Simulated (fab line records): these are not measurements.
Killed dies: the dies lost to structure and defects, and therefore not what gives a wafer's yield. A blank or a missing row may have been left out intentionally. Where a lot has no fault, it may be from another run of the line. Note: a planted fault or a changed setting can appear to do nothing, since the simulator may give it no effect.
Which tool did it? ; flow rit_cmos ; 7 lots with 21 wafers sampled at 2 steps, on a route of 202 steps

WHAT THE GAUGES READ, wafer by wafer
RIT_SPACER_THK_MEAS_04.
lot;measured;on;SPACER_NITRIDE_THK (nm)
L664;day 3 09:35;film_metro-03;251.8 252.5 253.1
L666;day 3 21:57;film_metro-03;253.2 254.5 250.4
L668;day 4 04:41;film_metro-01;252.4 251.9 251.8
L673;day 5 00:48;film_metro-03;249.4 249.3 250.1
L675;day 5 11:19;film_metro-01;330.8 330.5 333.0
L683;day 7 02:32;film_metro-01;249.6 250.2 250.2
L686;day 7 16:28;film_metro-01;250.2 250.3 249.2

WHAT TOOL EACH LOT RAN ON (gives the tool, then ch and the chambers of the sampled wafers, and finally the start)
lot;RIT_SPACER_CVD_03
L664;lpcvd-01 ch 0, day 3 07:40
L666;lpcvd-01 ch 0, day 3 20:01
L668;lpcvd-02 ch 1, day 4 02:46
L673;lpcvd-02 ch 1, day 4 22:52
L675;lpcvd-01 ch 1, day 5 09:24
L683;lpcvd-02 ch 0, day 7 00:38
L686;lpcvd-02 ch 1, day 7 14:32
- RIT_SPACER_CVD_03: deposits Si3N4 from SiH2Cl2/NH3, target thk 250 nm, time 3300 s.

THE ANSWER, worked out from the rows above alone
Rule: the usual values come from the lots themselves. The widest of any qualifying gaps counts: lots, ordered by their means at a reading, are off when they make up no more than a third of the lots, leave a main group of 4 or more, and stand apart from it by 3 or more times the standard deviation of that group's means. If all means in a main group match to the digits the tables above print for the reading, that group is not used. A lot without any number at a reading at which 4 lots or more have one is off too. Where the step has rows for the other lots, those lots are counted as sound.
Off: L675, at RIT_SPACER_THK_MEAS_04 (SPACER_NITRIDE_THK). Main group: mean 251.1 nm, sd 1.3.
A tool fits if, at a process step before that reading, it ran every lot that is off, and no sound lot after the first of them. Gauges at RIT_SPACER_THK_MEAS_04: tried the same way as those tools. One fits: RIT_SPACER_CVD_03 on lpcvd-01. A fault onset in the window from L666 (day 3 20:01, its last sound lot) to L675 (day 5 09:24, its first lot off) fits.

WHAT THE SIMULATOR HAD PUT IN
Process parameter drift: lpcvd-01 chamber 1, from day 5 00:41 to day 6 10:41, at RIT_SPACER_CVD_03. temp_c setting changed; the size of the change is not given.
Lots struck among those shown: L675. The rule given above showed the same thing.
